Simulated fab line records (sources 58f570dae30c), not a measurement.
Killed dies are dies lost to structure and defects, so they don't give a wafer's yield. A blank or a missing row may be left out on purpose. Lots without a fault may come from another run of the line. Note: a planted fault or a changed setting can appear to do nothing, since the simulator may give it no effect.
Matching of chambers -- flow berkeley cmos170 -- UCB170_GATE_ETCH_14 on rie diel-02 has 4 sister chambers
The step etches BARC in N2/H2. 14 wafers are shown with their chamber, then 7 later ones without.

## WAFERS, EACH WITH ITS CHAMBER
wafer,chamber,drypump motor current A (A),throttle valve pct (%),oes product au (a.u.)
L841.1,1,5.2,13.26,0.994
L841.4,2,6.1,13.09,1.018
L841.6,0,5.5,13.50,0.989
L843.2,0,5.5,13.51,0.980
L843.4,1,5.2,13.25,1.000
L843.6,2,6.1,13.08,1.022
L846.2,1,5.2,13.25,0.997
L846.3,2,6.1,13.12,1.012
L846.5,0,5.5,13.51,0.984
L850.1,2,6.1,13.11,1.001
L850.2,0,5.6,13.50,0.971
L850.6,1,5.2,13.25,0.987
L851.2,3,6.2,12.96,0.987
L851.3,0,5.6,13.50,0.969

SIGNATURES, as means of the wafers listed above
reading,chamber 0,chamber 1,chamber 2,chamber 3,scatter within a chamber
drypump motor current A,5.540,5.200,6.100,6.200,0.0346
throttle valve pct,13.5040,13.2525,13.1000,12.9600,0.0109
oes product au,0.97860,0.99450,1.01325,0.98700,0.00796
Rule: a wafer lies at a distance from a chamber equal to the root of the sum of squares, over the readings, of (its reading less the chamber's mean, divided by the reading's scatter). If the next closest chamber is less than 2 further off than the closest, the wafer can't be placed; otherwise it belongs to the closest. The scatter is the square root of a quotient: the sum, over the shown wafers, of each reading's squared deviation from its chamber's mean, divided by wafers minus chambers.

## WAFERS WITHOUT THEIR CHAMBER
wafer,drypump motor current A (A),throttle valve pct (%),oes product au (a.u.)
L851.4,6.1,13.10,1.004
L860.1,6.2,12.97,0.991
L860.2,5.2,13.25,0.975
L860.6,6.1,13.10,1.004
L859.1,6.1,13.10,1.017
L859.4,6.1,13.08,1.021
L859.5,5.2,13.24,0.990

## THE CHAMBER EACH PASSED THROUGH
wafer,from the rows above,in truth
L851.4,2,2
L860.1,3,3
L860.2,1,1
L860.6,2,2
L859.1,2,2
L859.4,2,2
L859.5,1,1
Correct placement for 7 of the 7. Number that these rows cannot place: 0. Placed wrongly: 0.
